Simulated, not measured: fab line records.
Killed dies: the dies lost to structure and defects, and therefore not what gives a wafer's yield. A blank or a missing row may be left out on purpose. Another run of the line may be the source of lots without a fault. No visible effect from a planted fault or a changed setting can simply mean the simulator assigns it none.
Comparing a struck lot with a sound one || flow rit_cmos || 28 out of 202 route steps
Sound: the wafers L618.2, L618.3, L618.4. Struck: wafers L628.1, L628.2, L628.4. The cause is named last.
Per side, at each step with rows, come the tool, then ch with its chambers, and then its first start. Under that, the readings that differ: sound wafers || struck wafers || difference of the means || sigmas: that difference in standard deviations of wafers without a fault.
alike: same words and numbers on both sides, and readings whose means sit less than 2 such deviations apart. not compared: any withheld reading, any reading some wafer has no value for, any bound like >300 that may hide the same value, and any number with overlapping values for which the record gives no deviation.
A row with sigmas, a row that says differs or no value, or rows on one side alone: a step with any of these is where the two part. Numbers that have no deviation but don't overlap get no sigmas and don't part them. A reading that every wafer of one side lacks parts them only if that side has two wafers or more.

RIT_ACTIVE_BOW_MEAS_00:
  sound: film_metro-04 at day 2 21:01; struck: film_metro-04 at day 4 23:00
  alike: INCOMING_BOW
RIT_ACTIVE_OXIDATION_01: target thk 46.8 nm, ox time 3360 s.
  sound on furnace-03 ch 0, day 2 21:07; struck on furnace-01 ch 0, day 4 23:07
{"reading": "ox_temp_c_max", "sound": "1010.0 1010.4 1012.2", "struck": "1015.8 1013.2 1014.7", "difference": "+3.7", "sigmas": "+2"}
{"reading": "model.SiO2_of_ACTIVE_OXIDATION_01.thk_nm (nm)", "sound": "51.13 50.53 51.27", "struck": "31.91 32.28 31.14", "difference": -19.20, "sigmas": ""}
  alike: ox_temp_c, spike_tc_load_C
RIT_ACTIVE_THK_MEAS_02:
  sound: film_metro-03 at day 2 23:04; struck: film_metro-03 at day 5 01:03
{"reading": "ACTIVE_OXIDE_THK (nm)", "sound": "51.2 50.5 51.3", "struck": "31.9 32.3 31.1", "difference": -19.2, "sigmas": -23}
then, 1 step without rows for these wafers: RIT_ACTIVE_CVD_03 (deposits Si3N4 from SiH2Cl2/NH3, target thk 150 nm, time 1500 s).
RIT_ACTIVE_THK_MEAS_04:
  sound: film_metro-01 at day 3 02:23; struck: film_metro-04 at day 5 03:26
  alike: ACTIVE_NITRIDE_THK
then, 6 steps without rows for these wafers: RIT_ACTIVE_HMDS_05 (prime time 58.85 s); RIT_ACTIVE_COAT_06 (resist thk 1000 nm); RIT_ACTIVE_SOFTBAKE_07 (time 60 s); RIT_ACTIVE_EXPOSE_08 (exposes mask M1, target cd 1400 nm); RIT_ACTIVE_PEB_09; RIT_ACTIVE_DEVELOP_10 (develop time 50 s).
RIT_ACTIVE_CD_MEAS_11: the cd target is 1400 nm.
  sound: cd_sem-02 at day 3 03:19; struck: cd_sem-01 at day 5 04:28
  alike: cd_nm
then, 1 step without rows for these wafers: RIT_ACTIVE_HARDBAKE_12 (time 60 s).
RIT_ACTIVE_ETCH_13: etches Si3N4 in SF6, stops on SiO2, time 210 s, target depth 210 nm.
  sound on rie_diel-01 ch 1,3, day 3 03:34; struck on rie_diel-04 ch 0,3, day 5 04:44
  alike: drypump_motor_current_A, oes_product_au, throttle_valve_pct
  not compared: rf_hours_counter_h
RIT_ACTIVE_STRIP_14: strips in O2, time 180 s.
  sound on plasma_asher-02 ch 0,1, day 3 03:41; struck on plasma_asher-03 ch 0,1, day 5 04:56
  alike: drypump_motor_current_A
  not compared: rf_hours_counter_h
RIT_ACTIVE_CD_MEAS_90: the cd target is 1400 nm.
  sound: cd_sem-01 at day 3 03:53; struck: cd_sem-02 at day 5 05:07
  alike: cd_nm
then, 4 steps without rows for these wafers: RIT_ACTIVE_CLEAN_15 (cleans in SC1, time 600 s); RIT_ACTIVE_CLEAN_16 (cleans in dHF, time 30 s); RIT_ACTIVE_CLEAN_17 (cleans in SC2, time 600 s); RIT_FOX1_OXIDATION_00 (target thk 350.7 nm, ox time 1130 s).
RIT_FOX1_THK_MEAS_01:
  sound: film_metro-04 at day 3 05:41; struck: film_metro-04 at day 5 08:48
  alike: FOX1_OXIDE_THK
then, 2 steps without rows for these wafers: RIT_FOX1_WET_ETCH_02 (etches SiO2 in BOE, target depth 350 nm, time 390 s); RIT_FOX2_OXIDATION_00 (target thk 350.7 nm, ox time 1130 s).
RIT_FOX2_THK_MEAS_01:
  sound: film_metro-01 at day 3 07:10; struck: film_metro-02 at day 5 10:18
  alike: FOX2_OXIDE_THK
then, 1 step without rows for these wafers: RIT_FOX2_CLEAN_02 (cleans in dHF, time 180 s).
RIT_FOX2_WET_ETCH_03: etches Si3N4 in H3PO4, target depth 195 nm, time 2700 s.
  sound on wet_bench-02 ch 2, day 3 07:17; struck on wet_bench-02 ch 1, day 5 10:29
{"reading": "model.SiO2_of_ACTIVE_OXIDATION_01.thk_nm (nm)", "sound": "44.09 44.18 44.84", "struck": "28.34 28.66 27.65", "difference": -16.15, "sigmas": ""}
RIT_FOX2_THK_MEAS_90:
  sound: film_metro-02 at day 3 08:03; struck: film_metro-02 at day 5 11:14
  alike: FIELD_OXIDE_LEFT_1_THK
RIT_M1_PROBE_99:
  sound: prober-02 at day 5 01:20; struck: prober-02 at day 7 03:52
{"reading": "model.etest.pldd.width_nm (nm)", "sound": "3123 3140 3127", "struck": "3286 3290 3299", "difference": "+162", "sigmas": ""}
{"reading": "model.etest.nldd.width_nm (nm)", "sound": "3117 3132 3118", "struck": "3286 3284 3293", "difference": "+165", "sigmas": ""}
{"reading": "model.etest.pplus_sal.width_nm (nm)", "sound": "3433 3438 3390", "struck": "3509 3524 3517", "difference": "+96", "sigmas": ""}
{"reading": "model.etest.nplus_sal.width_nm (nm)", "sound": "3409 3422 3384", "struck": "3493 3495 3543", "difference": "+105", "sigmas": ""}
{"reading": "model.etest.nmos_0p3.r_on_ohm_um", "sound": "2236 2233 2189", "struck": "2089 2082 2095", "difference": -131, "sigmas": ""}
{"reading": "model.etest.nmos_narrow.drive_ua_um", "sound": "211.6 208.5 211.5", "struck": "257.6 268.6 263.9", "difference": "+52.8", "sigmas": ""}
{"reading": "model.etest.nmos_0p15.drive_ua_um", "sound": "454.3 457.2 463.6", "struck": "493.9 500.5 487", "difference": "+35.4", "sigmas": ""}
{"reading": "model.etest.pmos_narrow.drive_ua_um", "sound": "92.39 92.12 94.15", "struck": "114.9 120 118.3", "difference": "+24.8", "sigmas": ""}
  alike: killed_at_M0_to_M3, killed_at_front_end, killed_dies, killed_open, killed_short

## WHERE THEY PART
Last at RIT_ACTIVE_THK_MEAS_02 as far as this record goes, first at RIT_ACTIVE_OXIDATION_01. Later steps at which nothing parts them and some readings are alike: RIT_ACTIVE_THK_MEAS_04, RIT_ACTIVE_CD_MEAS_11, RIT_ACTIVE_ETCH_13, RIT_ACTIVE_STRIP_14, RIT_ACTIVE_CD_MEAS_90, RIT_FOX1_THK_MEAS_01, RIT_FOX2_THK_MEAS_01, RIT_FOX2_THK_MEAS_90, RIT_M1_PROBE_99.

WHY: what the simulator had put in
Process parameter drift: furnace-01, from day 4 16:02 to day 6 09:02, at RIT_ACTIVE_OXIDATION_01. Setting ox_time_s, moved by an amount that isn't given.
